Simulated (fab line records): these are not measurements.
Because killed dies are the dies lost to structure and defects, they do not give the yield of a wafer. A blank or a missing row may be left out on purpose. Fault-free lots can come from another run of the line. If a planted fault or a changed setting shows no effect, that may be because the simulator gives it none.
Matching of chambers :: flow berkeley cmos170 :: UCB170_V2_CMP_02 on cmp-02: 4 sister chambers
The step polishes SiO2. 4 wafers are shown with their chamber, then 8 later ones without.

== WAFERS WITH THEIR CHAMBER ==
wafer: L253.2
chamber: 3
motor current A (A): 15.5

wafer: L253.5
chamber: 1
motor current A (A): 14.8

wafer: L253.6
chamber: 0
motor current A (A): 16.1

wafer: L260.1
chamber: 2
motor current A (A): 13.3

== WAFERS WHOSE CHAMBER IS MISSING ==
wafer: L260.5
motor current A (A): 16.8

wafer: L260.6
motor current A (A): 15.2

wafer: L266.1
motor current A (A): 17.3

wafer: L266.2
motor current A (A): 14.8

wafer: L266.3
motor current A (A): 13.4

wafer: L267.1
motor current A (A): 14.8

wafer: L267.2
motor current A (A): 14.4

wafer: L267.6
motor current A (A): 14.8

== THE CHAMBER EACH PASSED THROUGH ==
wafer: L260.5
from the rows above: can't be placed: 0 or 3
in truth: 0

wafer: L260.6
from the rows above: can't be placed: 3 or 1 or 0
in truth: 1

wafer: L266.1
from the rows above: can't be placed: 0 or 3
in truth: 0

wafer: L266.2
from the rows above: can't be placed: 1 or 3
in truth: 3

wafer: L266.3
from the rows above: 2
in truth: 2

wafer: L267.1
from the rows above: can't be placed: 1 or 3
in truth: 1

wafer: L267.2
from the rows above: can't be placed: 1 or 2 or 3
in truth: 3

wafer: L267.6
from the rows above: can't be placed: 1 or 3
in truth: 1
Correctly placed: 1 of 8. Not placeable from these rows: 7 (in 7, the candidates include the true chamber). Placed wrongly: 0.
How it was worked out, from the rows above alone: a wafer's distance from a chamber is the root of the sum, over the readings, of the square of ((its reading less the chamber's mean) divided by the reading's scatter). The wafer belongs to the nearest chamber; if the next one is less than 2 further off, it can't be placed. Each chamber's mean is taken over the wafers shown for it. The scatter: root of mean squared gap, hidden wafer to nearest shown wafer, with one shown wafer a chamber.
